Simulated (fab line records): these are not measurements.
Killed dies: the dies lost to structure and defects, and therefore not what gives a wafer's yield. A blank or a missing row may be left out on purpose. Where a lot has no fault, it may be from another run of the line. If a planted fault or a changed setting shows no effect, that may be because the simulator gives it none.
Comparing a struck lot with a sound one	flow rit cmos	21 steps out of a route of 202
Sound: wafers L203.1, L203.5, L203.6. Struck: wafers L202.1, L202.2, L202.4. The cause is given at the end.
Per side, at each step with rows, come the tool, then ch with its chambers, and then its first start. Under that, the readings that differ: sound wafers	struck wafers	difference of the means	sigmas: that difference in standard deviations of wafers without a fault.
alike: same words and numbers on both sides, and readings whose means sit less than 2 such deviations apart. not compared: any withheld reading, any reading some wafer has no value for, any bound like >300 that may hide the same value, and any number with overlapping values for which the record gives no deviation.
The two part at a step that has a row with sigmas, a row that says differs or no value, or rows on one side only. When numbers do not overlap yet have no deviation, they are printed without sigmas and do not part them. A reading that every wafer of one side lacks parts them only if that side has two wafers or more.

RIT_PLDD_OVL_MEAS_06:
  sound: overlay-01 at day 5 15:41; struck: overlay-02 at day 5 11:23
  alike: PLDD_OVL
then, 2 steps without rows for these wafers: RIT_PLDD_HARDBAKE_07 (time 60 s); RIT_PLDD_IMPLANT_08.
RIT_PLDD_STRIP_09: strips in O2, time 180 s.
  sound on plasma asher-03 ch 0,1, day 5 16:02; struck on plasma asher-03 ch 0,1, day 5 11:44
  alike: drypump motor current A
  not compared: rf hours counter h
RIT_PLDD_TW_MEAS_10:
  sound: film metro-01 at day 5 16:12; struck: film metro-01 at day 5 11:54
  alike: PLDD_TW
then, 4 steps without rows for these wafers: RIT_SPACER_CLEAN_00 (cleans in SC1, time 600 s); RIT_SPACER_CLEAN_01 (cleans in dHF, time 30 s); RIT_SPACER_CLEAN_02 (cleans in SC2, time 600 s); RIT_SPACER_CVD_03 (deposits Si3N4 from SiH2Cl2/NH3, target thk 250 nm, time 3300 s).
RIT_SPACER_THK_MEAS_04:
  sound: film metro-02 at day 5 18:54; struck: film metro-01 at day 5 15:13
  alike: SPACER_NITRIDE_THK
RIT_SPACER_ETCHBACK_05: etches Si3N4 in SF6/CHF3, stops on SiO2, target depth 250 nm, time 240 s.
  sound on rie diel-01 ch 0,1,2, day 5 18:58; struck on rie diel-04 ch 0,1,3, day 5 15:17
  alike: CHF3_flow_sccm, drypump motor current A, oes product au, throttle valve pct
  not compared: rf hours counter h
then, 1 step without rows for these wafers: RIT_NSD_HMDS_00 (prime time 60 s).
RIT_NSD_COAT_01: resist thk 1000 nm.
  sound on litho track-03 ch 0, day 5 19:16; struck on litho track-02 ch 0, day 5 15:41
reading	sound	struck	difference	sigmas
model.NOVOLAK_of_NSD_COAT_01.thk nm (nm)	1004 998.2 1005	993.6 990.5 993	-10.0	
then, 4 steps without rows for these wafers: RIT_NSD_SOFTBAKE_02 (time 60 s); RIT_NSD_EXPOSE_03 (exposes mask M9, target cd 40700 nm); RIT_NSD_PEB_04; RIT_NSD_DEVELOP_05 (develop time 50 s).
RIT_NSD_OVL_MEAS_06:
  sound: overlay-01 at day 5 19:58; struck: overlay-02 at day 5 16:30
  alike: NSD_OVL
RIT_NSD_HARDBAKE_07: time 60 s.
  sound on litho track-03 ch 0, day 5 20:00; struck on litho track-03 ch 0, day 5 16:32
reading	sound	struck	difference	sigmas
model.NOVOLAK_of_NSD_COAT_01.thk nm (nm)	888.7 884 889.7	879.9 877.3 879.5	-8.6	
then, 2 steps without rows for these wafers: RIT_NSD_IMPLANT_08; RIT_M1_PROBE_99.

== WHERE THEY PART ==
Nowhere in this record.

WHY: what had been put in by the simulator
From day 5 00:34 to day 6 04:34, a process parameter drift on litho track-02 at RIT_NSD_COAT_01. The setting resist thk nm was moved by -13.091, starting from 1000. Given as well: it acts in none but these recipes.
